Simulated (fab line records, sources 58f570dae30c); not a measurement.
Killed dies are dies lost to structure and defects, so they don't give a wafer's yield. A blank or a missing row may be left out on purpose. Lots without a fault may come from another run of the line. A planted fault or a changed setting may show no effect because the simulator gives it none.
fab line records | flow berkeley_cmos170
record lots=6 wafers=18 last_day=12
route steps=331 shown PVT@123 GATE@125 FIELD@126
lots that met no fault: from a run of the same line without faults
start_h: hours from the record's first day to the start of the lot's first wafer shown | wait_h: hours since the lot's step before | " the same as in the row above | L1.1+2: a row that stands for several wafers | - no value, or no start given | * or withheld: withheld | < > ~ a bound
route shown NAME@n: a module of which the file shows steps, and the number in the route of the first | usual: mean/standard deviation of fault-free wafers | same: alike in all rows | chamber/n: place in a boat | sites: the reading at each site | _std_site: their standard deviation | _edge_site: outer sites' mean less inner sites' | radius_mm: how far each site lies from the wafer's centre | mask NAME#n: copy n | behind: the tool/chamber that last shaped the wafer | hold: why the lot was held/for how many hours/how that ended | device: the transistor (n, p or np) that didn't switch | end of line: the same wafers' tests at the end of the route | a step without rows: its recipe alone | killed: dies lost to structure and defects at the first sort, not the wafer's yield | map: a wafer's dies, x killed, . not, _ none there
set.NAME: the setting as run; set.NAME@STEP: as run at that earlier step | model.NAME: the simulator's own value behind a step, which no gauge read
lots at some steps of the route; a table a step, a row a wafer
services: from which hour (start_h, from the record's first day; less than 0 if before it) a tool's chamber was out of use, for how many hours, and why
## steps
# step UCB170_PVT_STRIP_08
# recipe chemistry=O2 power_w=400 pressure_mtorr=3500 platen_temp_c=withheld o2_flow_sccm=400 overash_fraction=0.5
# usual drypump_motor_current_A=5.5/0.46 oes_product_au=0.734/0.0042 strip_time_to_endpoint_s=21.63/0.056
# columns lot.wafer tool chamber start_h wait_h drypump_motor_current_A oes_product_au rf_hours_counter_h strip_time_to_endpoint_s
L318.1 plasma_asher-03 0 118.41 0.1 5.7 0.738 40 21.68
L318.5 " 0 " " 5.7 0.739 - 21.60
L318.6 " 1 " " 5.7 0.735 - 21.68
L327.1 plasma_asher-02 0 155.61 0.1 5.9 0.736 5 21.63
L327.2 " 1 " " 4.6 0.736 5 21.59
L327.6 " 0 " " 5.9 0.741 - 21.65
L331.1 plasma_asher-04 1 190.12 0.1 5.7 0.734 39 21.59
L331.2 " 0 " " 5.6 0.731 39 21.58
L331.5 " 0 " " 5.6 0.731 - 21.55
L332.2 plasma_asher-03 1 198.97 0.1 5.6 0.735 49 21.69
L332.3 " 0 " " 5.7 0.734 - 21.67
L332.4 " 1 " " 5.6 0.739 - 21.69
L335.3 plasma_asher-02 0 204.51 0.1 5.9 0.730 - 21.65
L335.4 " 1 " " 4.6 0.741 - 21.67
L335.6 " 0 " " 5.9 0.741 - 21.64
L337.2 plasma_asher-03 0 232.28 0.1 5.7 0.734 52 21.64
L337.4 " 0 " " 5.7 0.733 - 21.51
L337.6 " 0 " " 5.7 0.728 - 21.64
# step UCB170_PVT_TW_MEAS_09
# usual PVT_TW=509.2/2.5
# columns lot.wafer tool chamber start_h wait_h PVT_TW
L318.1 film_metro-02 - 118.51 0.1 511.1
L318.5 " - " " 514.9
L318.6 " - " " 512.7
L327.1 film_metro-02 - 155.71 0.1 505.6
L327.2 " - " " 508.2
L327.6 " - " " 510.0
L331.1 film_metro-02 - 190.22 0.1 507.7
L331.2 " - " " 506.1
L331.5 " - " " 509.7
L332.2 film_metro-01 - 199.08 0.1 508.5
L332.3 " - " " 508.2
L332.4 " - " " 505.4
L335.3 film_metro-02 - 204.59 0.1 510.5
L335.4 " - " " 510.9
L335.6 " - " " 512.6
L337.2 film_metro-01 - 232.39 0.1 511.0
L337.4 " - " " 507.3
L337.6 " - " " 507.9
# step UCB170_GATE_WET_ETCH_00
# recipe chemistry=dHF dilution=25:1 target=SiO2 temp_c=25 time_s=200
# step UCB170_FIELD_THK_MEAS_91
# recipe reads=SiO2_of_FIELD_OXIDATION_01
# usual FIELD_OXIDE_LEFT_2_THK=356/13
# columns lot.wafer tool chamber start_h wait_h FIELD_OXIDE_LEFT_2_THK[nm]
L318.1 film_metro-01 - 118.75 0.0 361
L318.5 " - " " 371
L318.6 " - " " 364
L327.1 film_metro-01 - 156.11 0.0 352
L327.2 " - " " 355
L327.6 " - " " 347
L331.1 film_metro-04 - 190.35 0.0 346
L331.2 " - " " 356
L331.5 " - " " 360
L332.2 film_metro-02 - 199.21 0.0 353
L332.3 " - " " 352
L332.4 " - " " 355
L335.3 film_metro-02 - 204.72 0.0 345
L335.4 " - " " 345
L335.6 " - " " 352
L337.2 film_metro-01 - 232.54 0.0 345
L337.4 " - " " 348
L337.6 " - " " 344
# step UCB170_GATE_OXIDATION_01
# recipe temp_c=850 ambient=O2 target_thk_a=66 ox_time_s=1800
# step UCB170_GATE_THK_MEAS_02
# recipe reads=SiO2_of_GATE_OXIDATION_01
# usual GATE_OXIDE_THK=6.61/0.14
# columns lot.wafer tool chamber start_h wait_h GATE_OXIDE_THK[nm]
L318.1 film_metro-03 - 123.94 0.0 6.45
L318.5 " - " " 6.36
L318.6 " - " " 6.49
L327.1 film_metro-02 - 159.96 0.0 6.58
L327.2 " - " " 6.55
L327.6 " - " " 6.49
L331.1 film_metro-03 - 194.91 0.0 6.60
L331.2 " - " " 6.70
L331.5 " - " " 6.65
L332.2 film_metro-03 - 203.62 0.0 6.63
L332.3 " - " " 6.74
L332.4 " - " " 6.71
L335.3 film_metro-03 - 209.38 0.0 6.42
L335.4 " - " " 6.46
L335.6 " - " " 6.53
L337.2 film_metro-02 - 237.82 0.0 6.56
L337.4 " - " " 6.32
L337.6 " - " " 6.46
# step UCB170_GATE_ANNEAL_03
# recipe temp_c=900 time_s=1800 ambient=N2
# step UCB170_GATE_CVD_04
# recipe material=poly-Si temp_c=610 precursor=SiH4 time_s=1440 pressure_mtorr=375 target_thk_nm=214 sih4_flow_sccm=120
# step UCB170_GATE_THK_MEAS_05
# recipe reads=poly-Si_of_GATE_CVD_04
# usual GATE_POLY_THK=215.7/2.2
# columns lot.wafer tool chamber start_h wait_h GATE_POLY_THK[nm]
L318.1 film_metro-02 - 131.05 0.0 219.6
L318.5 " - " " 219.0
L318.6 " - " " 218.2
L327.1 film_metro-04 - 166.60 0.0 213.2
L327.2 " - " " 212.9
L327.6 " - " " 212.7
L331.1 film_metro-02 - 201.07 0.0 216.9
L331.2 " - " " 219.2
L331.5 " - " " 217.6
L332.2 film_metro-02 - 209.52 0.0 217.1
L332.3 " - " " 215.7
L332.4 " - " " 216.4
L335.3 film_metro-03 - 214.73 0.0 213.1
L335.4 " - " " 212.3
L335.6 " - " " 212.1
L337.2 film_metro-04 - 244.39 0.0 214.6
L337.4 " - " " 215.1
L337.6 " - " " 214.4
# step UCB170_GATE_COAT_06
# recipe resist=BARC temp_c=withheld time_s=withheld spin_rpm=3000 resist_thk_nm=withheld
# step UCB170_GATE_COAT_07
# recipe resist=KrF spin_rpm=1500 resist_thk_nm=900
# step UCB170_GATE_SOFTBAKE_08
# recipe resist=KrF temp_c=130 time_s=60
# step UCB170_GATE_EXPOSE_09
# recipe mask_id=POLY target_cd_nm=350 na=0.5 sigma_outer=0.6 source_shape=conventional dose_mj=21
# usual exposure_dose_mJ_cm2=20.987/0.021 focus_offset_nm=0.0/0.44 na=0.5/0
# columns lot.wafer tool chamber start_h wait_h mask exposure_dose_mJ_cm2 focus_offset_nm na
L318.1 krf_scanner-01 0 132.05 - POLY#0 20.966 0.5 0.5
L318.5 " 0 " " POLY#0 20.974 0.7 0.5
L318.6 " 0 " " POLY#0 20.924 0.2 0.5
L327.1 krf_scanner-02 0 167.11 - POLY#0 20.999 -0.3 0.5
L327.2 " 0 " " POLY#0 20.988 -0.8 0.5
L327.6 " 0 " " POLY#0 20.993 -0.5 0.5
L331.1 krf_scanner-01 - 201.71 - POLY#0 - - -
L331.2 " - " " POLY#0 - - -
L331.5 " - " " POLY#0 - - -
L332.2 krf_scanner-01 - 210.04 - POLY#0 - - -
L332.3 " - " " POLY#0 - - -
L332.4 " - " " POLY#0 - - -
L335.3 krf_scanner-02 0 215.62 - POLY#0 20.977 0.5 0.5
L335.4 " 0 " " POLY#0 20.964 0.2 0.5
L335.6 " 0 " " POLY#0 20.980 0.2 0.5
L337.2 krf_scanner-02 0 245.04 - POLY#0 20.988 -0.6 0.5
L337.4 " 0 " " POLY#0 20.979 -0.3 0.5
L337.6 " 0 " " POLY#0 20.965 0.0 0.5
# step UCB170_GATE_PEB_10
# recipe peb_temp_c=130 peb_time_s=withheld resist=KrF
## services
# columns tool chamber start_h hours kind
plasma_asher-02 - 108.75 9.0 pm
plasma_asher-02 0 108.75 9.0 vent_cycle
plasma_asher-02 1 108.75 9.0 vent_cycle
krf_scanner-01 0 109.36 - calibration
plasma_asher-02 0 117.75 - clean
plasma_asher-02 1 117.75 - clean
plasma_asher-03 - 135.26 1.9 repair
krf_scanner-01 - 148.36 3.9 repair
krf_scanner-01 - 172.44 1.0 pm
krf_scanner-02 - 205.97 1.0 pm
krf_scanner-01 - 210.14 0.8 pm
krf_scanner-02 - 213.16 0.6 repair
krf_scanner-02 - 219.31 1.3 pm
krf_scanner-02 0 228.04 - calibration
plasma_asher-02 - 233.37 1.1 repair
krf_scanner-01 - 244.63 3.6 pm
plasma_asher-03 - 244.86 4.8 repair
## key
first_sign step=UCB170_GATE_EXPOSE_09 reading=tool_record direction=missing
effect none on later readings
met_at UCB170_GATE_EXPOSE_09
struck_wafers L331.1,L331.2,L331.5,L332.2,L332.3,L332.4
later_rows_left_out L331.1,L331.2,L331.5,L332.2,L332.3,L332.4
sort_left_out L331.1,L331.2,L331.5,L332.2,L332.3,L332.4
tester_left_out L331,L332
onset_between 132.05 201.71
fault kind=skipped_step_whole tool=krf_scanner-01 chamber=- onset_h=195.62 steps=UCB170_GATE_EXPOSE_09 scope=struck_lots_only
# tester_left_out: of these lots the tester's yield and bins aren't shown, on N5 and GAA mostly nor the transistor test; their killed dies are dies lost to structure and defects alone, not to doping, threshold or leakage, so they don't give the yield
# sort_left_out: the simulated sort isn't trusted on such a fault, so these wafers' sort isn't shown, and their yield isn't known
# later_rows_left_out: the simulator's readings of these wafers behind a module that went badly wrong aren't trusted and aren't shown, but for the sort
